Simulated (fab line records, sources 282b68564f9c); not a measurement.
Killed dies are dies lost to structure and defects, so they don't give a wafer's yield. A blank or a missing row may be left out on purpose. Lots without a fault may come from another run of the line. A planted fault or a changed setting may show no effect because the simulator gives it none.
Problem report in the 8D (eight disciplines) form, filled by code | flow rit_cmos | the parts of the form that need people (team, actions taken, sign-off) are left out

1. THE PROBLEM
killed_dies at RIT_M1_PROBE_99 reads a mean of 33.7 on 3 wafers of 1 lot; wafers without a fault read 6.4 with a standard deviation of 2.7. That is +10 standard deviations from the usual mean.
First seen on wafer L212.1, day 7 06:38, on prober-02. The record holds 39 wafers of 13 lots with a number at this step. Rule for "out", or "out of limits": more than 4 standard deviations from the usual mean. The other wafers with a number count as sound.

2. WHAT IT IS AND WHAT IT IS NOT
question                    | is                               | is not
which readings at this step | killed_dies, killed_at_front_end | killed_open, killed_short
which lots                  | L212                             | L194, L195, L196, L197, L198, L199, L200, L201, L202, L215, L216, L217
which wafers of those lots  | all that have a number           | -
read on which tools         | prober-02                        | prober-01
when                        | from day 7 06:38                 | up to then (27 sound wafers); but 9 sound wafers of L215, L216, L217 came after

3. SUSPECTS, AND WHAT RULES EACH OUT
Counting: a tool at a process step up to the reading stays a suspect if it ran every lot that is out and no sound lot after the first of them.
- wet_bench-04 at RIT_GATE_CLEAN_04 (cleans in dHF, time 60 s): kept. It ran the lot that is out, L212 (day 6 02:29), and no sound lot after that; its last sound lot up to then is L202 (day 4 03:04).
- plasma_asher-01 at RIT_NSD_STRIP_09 (strips in O2, time 180 s): ruled out as a lasting fault. Sound lots L217 ran on it after its first lot that is out, L212 (day 6 21:10).
- prober-02 at RIT_M1_PROBE_99: ruled out as a lasting fault. Sound lots L216 ran on it after its first lot that is out, L212 (day 7 06:38).
Left after counting: wet_bench-04 at RIT_GATE_CLEAN_04.

4. THE CAUSE (what the simulator had put in)
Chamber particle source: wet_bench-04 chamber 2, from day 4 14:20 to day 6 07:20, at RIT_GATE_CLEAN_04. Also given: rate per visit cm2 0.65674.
Counting left only this tool.

5. THE CHAIN OF EFFECTS, in route order
Each row: a reading whose mean over the struck wafers that have a number lies more than 3 standard deviations from the usual. Only readings for which the record gives a usual standard deviation are gone through. hours: the time from each lot's start at the first step in this table that gives one to its start at this step, as a median over the lots. sigmas: the change in usual standard deviations.
hours | step            | reading             | usual | on struck wafers | change | sigmas
0     | RIT_M1_PROBE_99 | killed_at_front_end | 6.3   | 33.3             | +27.0  | +10
0     | RIT_M1_PROBE_99 | killed_dies         | 6.4   | 33.7             | +27.3  | +10
The process steps in it:
- RIT_M1_PROBE_99

6. WHAT WOULD HAVE CAUGHT IT SOONER
In this record the first reading out of limits was taken at day 7 06:38, 64 hours after the fault began at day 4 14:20.
All the lots that are out (1) had begun RIT_GATE_CLEAN_04 on wet_bench-04 by day 7 06:38. A hold on the tool at that time would have spared none of them.
